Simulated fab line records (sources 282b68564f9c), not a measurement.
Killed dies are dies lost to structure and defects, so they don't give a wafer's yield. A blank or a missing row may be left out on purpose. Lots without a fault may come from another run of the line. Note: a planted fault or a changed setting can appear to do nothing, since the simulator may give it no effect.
Struck lot and sound lot, side by side	flow rit_cmos	18 out of 202 route steps
Sound: these wafers, L427.2, L427.4, L427.5. The struck wafers were L422.1, L422.4, L422.5. At the end, the cause is stated.
At each step with rows: each side's tool, then ch and its chambers, then its first start. Under that, the readings that differ: sound wafers	struck wafers	difference of the means	sigmas: that difference in standard deviations of wafers without a fault.
alike: words and numbers the same on both sides, and readings whose means are apart by under 2 such deviations; not compared: readings that were withheld, readings missing a value for some wafer, numbers with overlapping values and no deviation given by the record, and bounds like >300 which may hide the same value.
The two part at a step that has a row with sigmas, a row that says differs or no value, or rows on one side only. When numbers do not overlap yet have no deviation, they are printed without sigmas and do not part them. A reading missing from all wafers of one side parts the sides only when that side holds two or more wafers.

RIT_CONTACT_OVL_MEAS_09:
  struck on overlay-02, day 5 18:16; sound on overlay-01, day 7 07:59
  alike: CONTACT_OVL
then, 1 step without rows for these wafers: RIT_CONTACT_HARDBAKE_10 (time 60 s).
RIT_CONTACT_ETCH_11: etches SiO2 in CHF3/CF4/Ar, stops on TiSi2, target depth 480 nm, time 320 s.
  sound on rie_diel-04 ch 0,3, day 7 08:10; struck on rie_diel-04 ch 1,2, day 5 18:27
  alike: O2_flow_sccm, drypump_motor_current_A, oes_product_au, throttle_valve_pct
  not compared: rf_hours_counter_h
RIT_CONTACT_STRIP_12: strips in O2, time 180 s.
  sound on plasma_asher-02 ch 0,1, day 7 08:22; struck on plasma_asher-03 ch 0,1, day 5 18:39
reading	sound	struck	difference	sigmas
rf_refl_power_W (W)	6.4 8.1 7.8	4.9 5.0 5.8	-2.2	-2
  alike: drypump_motor_current_A
  not compared: rf_hours_counter_h
RIT_CONTACT_CD_MEAS_90 targets a cd of 1000 nm.
  struck on cd_sem-02, day 5 18:49; sound on cd_sem-01, day 7 08:34
  alike: cd_nm
then, 2 steps without rows for these wafers: RIT_CONTACT_CLEAN_13 (cleans in SC1, time 600 s); RIT_CONTACT_CLEAN_14 (cleans in SC2, time 600 s).
RIT_M1_SPUTTER_00: material Al, target thk 400 nm, time 500 s.
  struck on pvd_sputter-02, day 5 19:17; sound on pvd_sputter-02, day 7 09:01
  alike: throttle_valve_pct
RIT_M1_RS_MEAS_01: measurement is done with a four-point probe.
  struck on film_metro-04, day 5 19:35; sound on film_metro-01, day 7 09:20
  alike: M1_AL_RS
RIT_M1_THK_MEAS_02: measures by xrf.
  struck on film_metro-04, day 5 19:43; sound on film_metro-01, day 7 09:26
  alike: M1_AL_THK
then, 2 steps without rows for these wafers: RIT_M1_HMDS_03 (prime time 60 s); RIT_M1_COAT_04 (resist thk 1300 nm).
RIT_M1_SOFTBAKE_05: time 60 s.
  sound on litho_track-01 ch 0, day 7 09:49; struck on litho_track-04 ch 0, day 5 20:10
reading	sound	struck	difference	sigmas
heater_power_total_W (W)	34.56 34.50 34.55	37.67 37.69 37.77	+3.17	+62
plate_temp_C (C)	90.12 90.24 90.24	95.73 95.85 95.65	+5.54	+46
model.NOVOLAK_of_M1_COAT_04.thk_nm (nm)	1298 1296 1298	1278 1277 1278	-20	
then, 2 steps without rows for these wafers: RIT_M1_EXPOSE_06 (exposes mask M12, target cd 2600 nm); RIT_M1_PEB_07.
RIT_M1_DEVELOP_08: develop time 68 s.
  sound on litho_track-04 ch 0; struck on litho_track-02 ch 0
reading	sound	struck	difference	sigmas
model.NOVOLAK_of_M1_COAT_04.thk_nm (nm)	1297 1295 1298	1278 1276 1277	-20	
RIT_M1_CD_MEAS_09 targets a cd of 2600 nm.
  struck on cd_sem-01, day 5 20:52; sound on cd_sem-01, day 7 10:23
  alike: cd_nm
RIT_M1_PROBE_99:
  record: rows for the struck wafers here (prober-02, day 5 23:35), none for the sound ones

## WHERE THEY PART
At RIT_CONTACT_STRIP_12 first; at RIT_M1_PROBE_99 last (within this record only).

WHY: what had been put in by the simulator
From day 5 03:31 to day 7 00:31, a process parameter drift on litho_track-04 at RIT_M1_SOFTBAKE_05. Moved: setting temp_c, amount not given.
